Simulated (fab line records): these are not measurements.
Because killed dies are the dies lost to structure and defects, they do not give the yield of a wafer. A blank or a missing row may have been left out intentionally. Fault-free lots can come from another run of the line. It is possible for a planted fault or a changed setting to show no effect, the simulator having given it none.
Which tool is to blame? | flow rit cmos | 42 wafers from 14 lots sampled at 4 of the route's 202 steps

WHAT THE GAUGES READ, wafer by wafer
RIT_ACTIVE_CD_MEAS_11: the cd target is 1400 nm.
lot  | measured    | on        | cd nm (nm)
L862 | day 1 14:26 | cd sem-02 | 1400.3 1396.7 1397.6
L863 | day 1 19:35 | cd sem-02 | 1402.0 1403.0 1402.5
L866 | day 2 12:28 | cd sem-02 | 1399.1 1399.0 1399.4
L867 | day 2 15:32 | cd sem-02 | 1401.0 1403.2 1399.9
L868 | day 2 22:08 | cd sem-02 | 1397.4 1398.0 1396.8
L869 | day 3 02:16 | cd sem-01 | 1401.4 1401.8 1400.7
L871 | day 3 12:31 | cd sem-02 | 1399.7 1398.5 1400.3
L872 | day 3 16:58 | cd sem-02 | 1401.2 1400.4 1400.8
L873 | day 3 21:55 | cd sem-02 | 1401.1 1401.7 1400.6
L874 | day 4 03:46 | cd sem-02 | 1393.0 1393.6 1395.5
L875 | day 4 09:09 | cd sem-01 | 1391.0 1392.6 1391.7
L876 | day 4 12:53 | cd sem-02 | 1399.9 1398.4 1399.4
L884 | day 6 06:24 | cd sem-02 | 1402.1 1401.1 1402.4
L885 | day 6 09:39 | cd sem-02 | 1394.5 1398.4 1397.4

RIT_FOX1_THK_MEAS_01.
lot  | measured    | on            | FOX1_OXIDE_THK (nm)
L862 | day 1 16:59 | film metro-01 | 352 354 358
L863 | day 1 23:49 | film metro-02 | 361 359 358
L866 | day 2 15:02 | film metro-03 | 348 353 355
L867 | day 2 19:58 | film metro-01 | 343 339 338
L868 | day 3 00:49 | film metro-03 | 350 351 352
L869 | day 3 06:10 | film metro-01 | 350 348 350
L871 | day 3 15:44 | film metro-02 | 358 355 356
L872 | day 3 20:43 | film metro-03 | 357 350 357
L873 | day 4 02:11 | film metro-01 | 358 357 357
L874 | day 4 07:05 | film metro-01 | 350 348 348
L875 | day 4 12:04 | film metro-03 | 346 343 347
L876 | day 4 15:56 | film metro-02 | 342 341 340
L884 | day 6 08:49 | film metro-03 | 352 347 348
L885 | day 6 12:35 | film metro-03 | 361 355 362

RIT_NRETRO_OVL_MEAS_06.
lot  | measured    | on         | NRETRO_OVL (nm)
L862 | day 2 05:13 | overlay-01 | -0.3 1.4 2.2
L863 | day 2 12:15 | overlay-02 | -1.3 -1.0 -1.1
L866 | day 3 04:08 | overlay-02 | -2.3 -2.4 -2.3
L867 | day 3 08:01 | overlay-02 | -1.3 -2.0 -0.1
L868 | day 3 12:40 | overlay-02 | 0.0 -0.4 -1.2
L869 | day 3 18:20 | overlay-02 | -1.4 -1.8 -2.2
L871 | day 4 04:44 | overlay-02 | 1.2 -0.6 -0.6
L872 | day 4 09:44 | overlay-02 | -0.1 -0.8 -1.6
L873 | day 4 15:30 | overlay-01 | -1.3 -0.1 -1.0
L874 | day 4 19:47 | overlay-01 | 0.6 -0.1 -0.2
L875 | day 5 01:29 | overlay-01 | 0.3 1.6 4.0
L876 | day 5 04:03 | overlay-02 | -0.9 2.8 3.0
L884 | day 6 21:17 | overlay-02 | -2.2 -3.3 -0.6
L885 | day 7 00:56 | overlay-02 | -3.9 -2.1 -0.1

WHICH TOOL RAN EACH LOT (tool, then ch and the chambers of the sampled wafers, then the start)
lot  | RIT_ACTIVE_COAT_06
L862 | litho track-03 ch 0, day 1 13:44
L863 | litho track-03 ch 0, day 1 18:46
L866 | litho track-03 ch 0, day 2 11:38
L867 | litho track-01 ch 0, day 2 14:50
L868 | litho track-03 ch 0, day 2 21:19
L869 | litho track-03 ch 0, day 3 01:34
L871 | litho track-01 ch 0, day 3 11:42
L872 | litho track-01 ch 0, day 3 16:08
L873 | litho track-01 ch 0, day 3 21:06
L874 | litho track-01 ch 0, day 4 02:56
L875 | litho track-01 ch 0, day 4 08:27
L876 | litho track-03 ch 0, day 4 12:11
L884 | litho track-03 ch 0, day 6 05:43
L885 | litho track-02 ch 0, day 6 08:58
- RIT_ACTIVE_COAT_06: resist thk 1000 nm.

WHAT THE TOOLS THEMSELVES READ (means of the sampled wafers that have a number; where no wafer has one, the mark that the record gives instead)
RIT_ACTIVE_COAT_06.
lot  | tool           | spin speed rpm (rpm)
L862 | litho track-03 | 3251.9
L863 | litho track-03 | 3250.8
L866 | litho track-03 | 3249.6
L867 | litho track-01 | 3249.5
L868 | litho track-03 | 3250.5
L869 | litho track-03 | 3249.8
L871 | litho track-01 | 3249.8
L872 | litho track-01 | 3248.2
L873 | litho track-01 | 3250.8
L874 | litho track-01 | 3768.9
L875 | litho track-01 | 3768.4
L876 | litho track-03 | 3248.5
L884 | litho track-03 | 3250.0
L885 | litho track-02 | 3249.9

THE ANSWER, worked out from the rows above alone
Rule: the lots themselves supply what counts as usual. The widest of any qualifying gaps counts: lots, ordered by their means at a reading, are off when they make up no more than a third of the lots, leave a main group of 4 or more, and stand apart from it by 3 or more times the standard deviation of that group's means. If all means in a main group match to the digits the tables above print for the reading, that group is not used. Also off: a lot with no number at a reading for which 4 or more lots have one. Any other lot the step has rows for is counted as sound. First the gauges in route order, then the tools' own readings, where a lot's mean is used as printed above. At the first step where some lot is off, the reading lying furthest off is the one used; lots without a number count as furthest.
Off: L874, L875, at RIT_ACTIVE_COAT_06 (spin speed rpm). The main group has a mean of 3249.9 rpm with a standard deviation of 0.96.
A tool fits if, at that step or a process step before it, it ran every lot that is off, and no sound lot after the first of them. One candidate fits, namely litho track-01 at RIT_ACTIVE_COAT_06. A fault onset in the window from L873 (day 3 21:06, its last sound lot) to L874 (day 4 02:56, its first lot off) fits.
The tool's own readings at RIT_ACTIVE_COAT_06 bear it out: on the lots that are off they differ by more than 5 times the standard deviation of the sound lots' means. spin speed rpm reads 3768.7 rpm there against 3249.9 rpm on the sound lots.

WHAT THE SIMULATOR HAD INSERTED
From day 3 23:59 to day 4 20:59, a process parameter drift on litho track-01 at RIT_ACTIVE_COAT_06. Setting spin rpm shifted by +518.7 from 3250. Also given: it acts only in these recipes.
Shown lots that were struck: L874, L875. The rule above reached the same finding.
